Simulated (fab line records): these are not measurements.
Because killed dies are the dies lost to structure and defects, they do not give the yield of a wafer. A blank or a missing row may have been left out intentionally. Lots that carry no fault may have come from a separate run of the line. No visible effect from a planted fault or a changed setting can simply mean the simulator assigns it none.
One fault seen from 2 desks | flow berkeleyCmos170 | each desk holds nothing but its own numbers, with what lay behind them at the end

## FROM THE METROLOGY DESK
Means of the sampled wafers that have a number, per lot and without regard to the tool the lot ran on: this is what the gauges read. The brackets show how far a lot's mean lies from the usual mean; more than 4 standard deviations puts the lot out of limits, marked OUT.
Columns: A = CONTACT_OVL at UCB170_CONTACT_OVL_MEAS_16, usual -1 nm; B = cdNm at UCB170_M2_CD_MEAS_90, usual 700 nm; C = M3_BOW at UCB170_M3_BOW_MEAS_20, usual 36 um
lot  | first seen here | A  | B   | C
L392 | day 8 02:43     | -1 | 705 | 32
L395 | day 9 08:32     | 0  | 698 | 36
L396 | day 9 08:49     | -3 | 705 | 40
L394 | day 9 08:56     | -5 | 701 | 31
L398 | day 9 09:10     | -1 | 700 | 38
L393 | day 9 09:24     | 4  | 698 | 41
L397 | day 9 09:38     | -1 | 699 | 39
L399 | day 9 16:48     | 8  | 701 | 33
L401 | day 10 11:43    | 0  | 699 | 40
L402 | day 10 15:08    | -4 | 704 | 36
L404 | day 10 17:36    | -5 | 699 | 36
L405 | day 10 17:50    | -5 | 704 | 35
L407 | day 11 11:08    | 2  | 703 | 37
L414 | day 13 06:50    | -2 | 701 | 33
This desk found nothing out of limits on any of the 14 lots.

## AT THE TOOL OWNER'S DESK: plasmaAsher-03
The tool's own readings at UCB170_GATE_STRIP_16 (strips in O2): means of the sampled wafers that have a number, for each lot that ran on this tool. The brackets show how far a lot's mean lies from the usual mean; more than 4 standard deviations puts the lot out of limits, marked OUT.
Columns: A = drypumpMotorCurrentA at UCB170_GATE_STRIP_16, usual 5.5 A; B = oesProductAu at UCB170_GATE_STRIP_16, usual 0.724 a.u.
lot  | first seen here | A   | B
L397 | day 8 07:23     | 5.9 | 0.726
L396 | day 8 08:04     | 5.6 | 0.726
L399 | day 8 19:35     | 5.4 | 0.726
L401 | day 9 10:01     | 5.3 | 0.726
L405 | day 9 18:44     | 5.3 | 0.723
L407 | day 10 10:23    | 5.6 | 0.720
This desk found nothing out of limits on any of the 6 lots.

## BROUGHT TOGETHER
Metrology desk: nothing out of limits seen.
Nothing out of limits was seen by the tool owner's desk.

## WHAT HAD BEEN PUT IN BY THE SIMULATOR
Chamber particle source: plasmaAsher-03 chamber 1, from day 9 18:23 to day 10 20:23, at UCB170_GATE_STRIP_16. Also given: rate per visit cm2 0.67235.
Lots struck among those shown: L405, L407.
